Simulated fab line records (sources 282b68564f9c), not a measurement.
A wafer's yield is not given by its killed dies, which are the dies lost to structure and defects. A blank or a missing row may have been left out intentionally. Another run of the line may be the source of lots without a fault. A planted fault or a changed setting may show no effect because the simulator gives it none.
Which tool did it? / flow rit_cmos / 45 wafers from 15 lots sampled at 2 of the route's 202 steps

## WHAT THE GAUGES SHOWED, per wafer
No reading from a measuring or inspecting step in the record can be judged against a usual standard deviation.

## TOOL THAT RAN EACH LOT (tool first, then ch and the chambers of the sampled wafers, then the start)
lot=L908; RIT_M1_METAL_ETCH_12=rie_metal-04 ch 0,1, day 3 09:55; RIT_M1_PROBE_99=prober-01, day 3 12:11
lot=L909; RIT_M1_METAL_ETCH_12=rie_metal-03 ch 0,1, day 3 18:47; RIT_M1_PROBE_99=prober-02, day 3 21:02
lot=L910; RIT_M1_METAL_ETCH_12=rie_metal-04 ch 0,1, day 3 22:54; RIT_M1_PROBE_99=prober-01, day 4 01:12
lot=L911; RIT_M1_METAL_ETCH_12=rie_metal-03 ch 0,1, day 4 04:26; RIT_M1_PROBE_99=prober-02, day 4 06:42
lot=L913; RIT_M1_METAL_ETCH_12=rie_metal-03 ch 0,1, day 4 12:17; RIT_M1_PROBE_99=prober-02, day 4 14:32
lot=L914; RIT_M1_METAL_ETCH_12=rie_metal-04 ch 0,1, day 4 18:47; RIT_M1_PROBE_99=prober-01, day 4 21:02
lot=L916; RIT_M1_METAL_ETCH_12=rie_metal-01 ch 0,1, day 5 07:59; RIT_M1_PROBE_99=prober-01, day 6 07:39
lot=L918; RIT_M1_METAL_ETCH_12=rie_metal-03 ch 0,1, day 5 15:08; RIT_M1_PROBE_99=prober-01, day 6 08:33
lot=L919; RIT_M1_METAL_ETCH_12=rie_metal-01 ch 0,1, day 5 21:20; RIT_M1_PROBE_99=prober-01, day 6 07:57
lot=L920; RIT_M1_METAL_ETCH_12=rie_metal-04 ch 0,1, day 6 00:08; RIT_M1_PROBE_99=prober-01, day 6 09:06
lot=L925; RIT_M1_METAL_ETCH_12=rie_metal-04 ch 0,1, day 7 00:39; RIT_M1_PROBE_99=prober-01, day 7 03:00
lot=L927; RIT_M1_METAL_ETCH_12=rie_metal-04 ch 0,1, day 7 11:18; RIT_M1_PROBE_99=prober-02, day 7 13:35
lot=L928; RIT_M1_METAL_ETCH_12=rie_metal-03 ch 0,1, day 7 17:14; RIT_M1_PROBE_99=prober-01, day 7 19:29
lot=L930; RIT_M1_METAL_ETCH_12=rie_metal-04 ch 0,1, day 8 02:11; RIT_M1_PROBE_99=prober-01, day 8 04:28
lot=L931; RIT_M1_METAL_ETCH_12=rie_metal-03 ch 0, day 8 06:37; RIT_M1_PROBE_99=prober-02, day 8 08:53
- RIT_M1_METAL_ETCH_12: etches Al in Cl2/BCl3, stops on SiO2, time 165 s, target depth 600 nm.
- RIT_M1_PROBE_99

## AS READ BY THE TOOLS THEMSELVES (means over the sampled wafers that have a number; for cases with no such wafer, the mark the record gives instead)
RIT_M1_METAL_ETCH_12. Usual: drypump_motor_current_A 6.1 A, standard deviation 0.36; oes_product_au 0.774 a.u., standard deviation 0.015; rf_fwd_power_W 249.1 W, standard deviation 0.75; throttle_valve_pct 8.24 %, standard deviation 0.079.
lot=L908; tool=rie_metal-04; drypump_motor_current_A (A)=6.0; oes_product_au (a.u.)=0.780; rf_fwd_power_W (W)=250.0; throttle_valve_pct (%)=8.19; flag=
lot=L909; tool=rie_metal-03; drypump_motor_current_A (A)=6.3; oes_product_au (a.u.)=0.771; rf_fwd_power_W (W)=248.6; throttle_valve_pct (%)=8.31; flag=
lot=L910; tool=rie_metal-04; drypump_motor_current_A (A)=6.2; oes_product_au (a.u.)=0.758; rf_fwd_power_W (W)=249.8; throttle_valve_pct (%)=8.17; flag=
lot=L911; tool=rie_metal-03; drypump_motor_current_A (A)=6.3; oes_product_au (a.u.)=0.782; rf_fwd_power_W (W)=248.5; throttle_valve_pct (%)=8.31; flag=
lot=L913; tool=rie_metal-03; drypump_motor_current_A (A)=6.4; oes_product_au (a.u.)=0.771; rf_fwd_power_W (W)=248.7; throttle_valve_pct (%)=8.26; flag=
lot=L914; tool=rie_metal-04; drypump_motor_current_A (A)=6.0; oes_product_au (a.u.)=0.764; rf_fwd_power_W (W)=248.4; throttle_valve_pct (%)=8.19; flag=
lot=L916; tool=rie_metal-01; drypump_motor_current_A (A)=5.6; oes_product_au (a.u.)=0.793; rf_fwd_power_W (W)=249.2; throttle_valve_pct (%)=8.30; flag=
lot=L918; tool=rie_metal-03; drypump_motor_current_A (A)=6.4; oes_product_au (a.u.)=0.777; rf_fwd_power_W (W)=248.5; throttle_valve_pct (%)=8.26; flag=
lot=L919; tool=rie_metal-01; drypump_motor_current_A (A)=5.5; oes_product_au (a.u.)=0.787; rf_fwd_power_W (W)=248.6; throttle_valve_pct (%)=8.27; flag=
lot=L920; tool=rie_metal-04; drypump_motor_current_A (A)=6.2; oes_product_au (a.u.)=0.764; rf_fwd_power_W (W)=249.5; throttle_valve_pct (%)=8.16; flag=
lot=L925; tool=rie_metal-04; drypump_motor_current_A (A)=6.0; oes_product_au (a.u.)=0.773; rf_fwd_power_W (W)=239.2; throttle_valve_pct (%)=8.19; flag=OFF
lot=L927; tool=rie_metal-04; drypump_motor_current_A (A)=6.0; oes_product_au (a.u.)=0.766; rf_fwd_power_W (W)=238.6; throttle_valve_pct (%)=8.20; flag=OFF
lot=L928; tool=rie_metal-03; drypump_motor_current_A (A)=6.4; oes_product_au (a.u.)=0.766; rf_fwd_power_W (W)=249.6; throttle_valve_pct (%)=8.26; flag=
lot=L930; tool=rie_metal-04; drypump_motor_current_A (A)=6.2; oes_product_au (a.u.)=0.764; rf_fwd_power_W (W)=229.6; throttle_valve_pct (%)=8.16; flag=OFF
lot=L931; tool=rie_metal-03; drypump_motor_current_A (A)=6.3; oes_product_au (a.u.)=0.756; rf_fwd_power_W (W)=248.2; throttle_valve_pct (%)=8.36; flag=

RIT_M1_PROBE_99. Usual: defect_limited_yield 97.4 %, standard deviation 1; killed_at_M0_to_M3 0.0, standard deviation 0.12; killed_at_contacts 0.1, standard deviation 0.25; killed_at_front_end 6.8, standard deviation 2.7; killed_dies 6.8, standard deviation 2.7; killed_on_rim 1.7, standard deviation 1.2; killed_open 3.4, standard deviation 1.8; killed_short 3.5, standard deviation 1.7; sort_bin_3_pad_short 0.1 %, standard deviation 0.23; sort_bin_5_function 1.5 %, standard deviation 0.67; sort_bin_6_memory 1.0 %, standard deviation 0.67; sort_n_pass 257.2, standard deviation 2.7; sort_yield_pct 97.4 %, standard deviation 1.
lot=L908; tool=prober-01; defect_limited_yield (%)=98.4; killed_at_M0_to_M3=0.0; killed_at_contacts=0.0; killed_at_front_end=4.3; killed_dies=4.3; killed_on_rim=0.7; killed_open=2.7; killed_short=1.7; sort_bin_3_pad_short (%)=0.1; sort_bin_5_function (%)=1.0; sort_bin_6_memory (%)=0.5; sort_n_pass=259.7; sort_yield_pct (%)=98.4; flag=
lot=L909; tool=prober-02; defect_limited_yield (%)=96.8; killed_at_M0_to_M3=0.0; killed_at_contacts=0.7; killed_at_front_end=7.7; killed_dies=8.3; killed_on_rim=0.7; killed_open=4.3; killed_short=4.0; sort_bin_3_pad_short (%)=0.5; sort_bin_5_function (%)=1.5; sort_bin_6_memory (%)=1.1; sort_n_pass=255.7; sort_yield_pct (%)=96.8; flag=
lot=L910; tool=prober-01; defect_limited_yield (%)=97.1; killed_at_M0_to_M3=0.0; killed_at_contacts=0.3; killed_at_front_end=7.3; killed_dies=7.7; killed_on_rim=1.3; killed_open=4.7; killed_short=3.0; sort_bin_3_pad_short (%)=0.3; sort_bin_5_function (%)=1.9; sort_bin_6_memory (%)=0.8; sort_n_pass=256.3; sort_yield_pct (%)=97.1; flag=
lot=L911; tool=prober-02; defect_limited_yield (%)=97.3; killed_at_M0_to_M3=0.0; killed_at_contacts=0.0; killed_at_front_end=7.0; killed_dies=7.0; killed_on_rim=2.0; killed_open=3.0; killed_short=4.0; sort_bin_3_pad_short (%)=0.1; sort_bin_5_function (%)=1.4; sort_bin_6_memory (%)=1.1; sort_n_pass=257.0; sort_yield_pct (%)=97.3; flag=
lot=L913; tool=prober-02; defect_limited_yield (%)=95.7; killed_at_M0_to_M3=0.0; killed_at_contacts=0.0; killed_at_front_end=11.3; killed_dies=11.3; killed_on_rim=3.0; killed_open=5.7; killed_short=5.7; sort_bin_3_pad_short (%)=0.3; sort_bin_5_function (%)=1.6; sort_bin_6_memory (%)=2.4; sort_n_pass=252.7; sort_yield_pct (%)=95.7; flag=
lot=L914; tool=prober-01; defect_limited_yield (%)=97.9; killed_at_M0_to_M3=0.0; killed_at_contacts=0.0; killed_at_front_end=5.7; killed_dies=5.7; killed_on_rim=0.3; killed_open=3.0; killed_short=2.7; sort_bin_3_pad_short (%)=0.3; sort_bin_5_function (%)=1.3; sort_bin_6_memory (%)=0.6; sort_n_pass=258.3; sort_yield_pct (%)=97.9; flag=
lot=L916; tool=prober-01; defect_limited_yield (%)=97.8; killed_at_M0_to_M3=0.0; killed_at_contacts=0.0; killed_at_front_end=5.7; killed_dies=5.7; killed_on_rim=1.3; killed_open=2.7; killed_short=3.0; sort_bin_3_pad_short (%)=0.0; sort_bin_5_function (%)=1.0; sort_bin_6_memory (%)=1.1; sort_n_pass=258.3; sort_yield_pct (%)=97.8; flag=
lot=L918; tool=prober-01; defect_limited_yield (%)=98.7; killed_at_M0_to_M3=0.0; killed_at_contacts=0.0; killed_at_front_end=3.3; killed_dies=3.3; killed_on_rim=1.0; killed_open=1.7; killed_short=1.7; sort_bin_3_pad_short (%)=0.0; sort_bin_5_function (%)=0.8; sort_bin_6_memory (%)=0.5; sort_n_pass=260.7; sort_yield_pct (%)=98.7; flag=
lot=L919; tool=prober-01; defect_limited_yield (%)=98.1; killed_at_M0_to_M3=0.0; killed_at_contacts=0.3; killed_at_front_end=4.7; killed_dies=5.0; killed_on_rim=1.3; killed_open=4.0; killed_short=1.0; sort_bin_3_pad_short (%)=0.0; sort_bin_5_function (%)=1.1; sort_bin_6_memory (%)=0.8; sort_n_pass=259.0; sort_yield_pct (%)=98.1; flag=
lot=L920; tool=prober-01; defect_limited_yield (%)=96.7; killed_at_M0_to_M3=0.0; killed_at_contacts=0.0; killed_at_front_end=8.7; killed_dies=8.7; killed_on_rim=1.7; killed_open=4.7; killed_short=4.0; sort_bin_3_pad_short (%)=0.4; sort_bin_5_function (%)=1.6; sort_bin_6_memory (%)=1.3; sort_n_pass=255.3; sort_yield_pct (%)=96.7; flag=
lot=L925; tool=prober-01; defect_limited_yield (%)=98.2; killed_at_M0_to_M3=0.0; killed_at_contacts=0.0; killed_at_front_end=4.7; killed_dies=4.7; killed_on_rim=1.3; killed_open=2.0; killed_short=2.7; sort_bin_3_pad_short (%)=0.0; sort_bin_5_function (%)=1.0; sort_bin_6_memory (%)=0.8; sort_n_pass=259.3; sort_yield_pct (%)=98.2; flag=
lot=L927; tool=prober-02; defect_limited_yield (%)=96.6; killed_at_M0_to_M3=0.0; killed_at_contacts=0.3; killed_at_front_end=8.7; killed_dies=9.0; killed_on_rim=1.7; killed_open=4.7; killed_short=4.3; sort_bin_3_pad_short (%)=0.0; sort_bin_5_function (%)=2.2; sort_bin_6_memory (%)=1.3; sort_n_pass=255.0; sort_yield_pct (%)=96.6; flag=
lot=L928; tool=prober-01; defect_limited_yield (%)=96.5; killed_at_M0_to_M3=0.0; killed_at_contacts=0.0; killed_at_front_end=9.3; killed_dies=9.3; killed_on_rim=1.7; killed_open=4.0; killed_short=5.3; sort_bin_3_pad_short (%)=0.1; sort_bin_5_function (%)=2.2; sort_bin_6_memory (%)=1.3; sort_n_pass=254.7; sort_yield_pct (%)=96.5; flag=
lot=L930; tool=prober-01; defect_limited_yield (%)=97.1; killed_at_M0_to_M3=0.0; killed_at_contacts=0.0; killed_at_front_end=7.7; killed_dies=7.7; killed_on_rim=2.0; killed_open=4.0; killed_short=3.7; sort_bin_3_pad_short (%)=0.1; sort_bin_5_function (%)=1.4; sort_bin_6_memory (%)=1.4; sort_n_pass=256.3; sort_yield_pct (%)=97.1; flag=
lot=L931; tool=prober-02; defect_limited_yield (%)=97.1; killed_at_M0_to_M3=0.3; killed_at_contacts=0.0; killed_at_front_end=7.3; killed_dies=7.7; killed_on_rim=2.0; killed_open=4.0; killed_short=3.7; sort_bin_3_pad_short (%)=0.1; sort_bin_5_function (%)=1.4; sort_bin_6_memory (%)=1.4; sort_n_pass=256.3; sort_yield_pct (%)=97.1; flag=

## THE ANSWER, worked out from the rows above alone
Rule: a lot counts as off when the mean over its wafers that have a number is more than 3 standard deviations away from the usual mean. A lot without any number at a reading at which 4 lots or more have one is off too. The other lots that the step has rows for count as sound. Order of review: gauges by route order, followed by the tools' own readings, for which a lot's mean as printed above is used. The first step at which some lot is off is used, and at that step the reading that is off furthest; a lot without a number counts as furthest.
Off, at RIT_M1_METAL_ETCH_12 on rf_fwd_power_W: L925, L927, L930.
A tool fits if, at that step or a process step before it, it ran every lot that is off, and no sound lot after the first of them. One fits: RIT_M1_METAL_ETCH_12 on rie_metal-04. Its last sound lot is L920 (day 6 00:08), its first lot that is off L925 (day 7 00:39): a fault that began between those two fits.
The tool's own readings at RIT_M1_METAL_ETCH_12 bear it out: on the lots that are off they differ by more than 5 times the standard deviation of the sound lots' means. rf_fwd_power_W reads 235.8 W there against 249.0 W on the sound lots.

## WHAT WAS PUT IN BY THE SIMULATOR
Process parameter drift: rie_metal-04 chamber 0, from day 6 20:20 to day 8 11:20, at RIT_M1_METAL_ETCH_12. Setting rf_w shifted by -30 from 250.
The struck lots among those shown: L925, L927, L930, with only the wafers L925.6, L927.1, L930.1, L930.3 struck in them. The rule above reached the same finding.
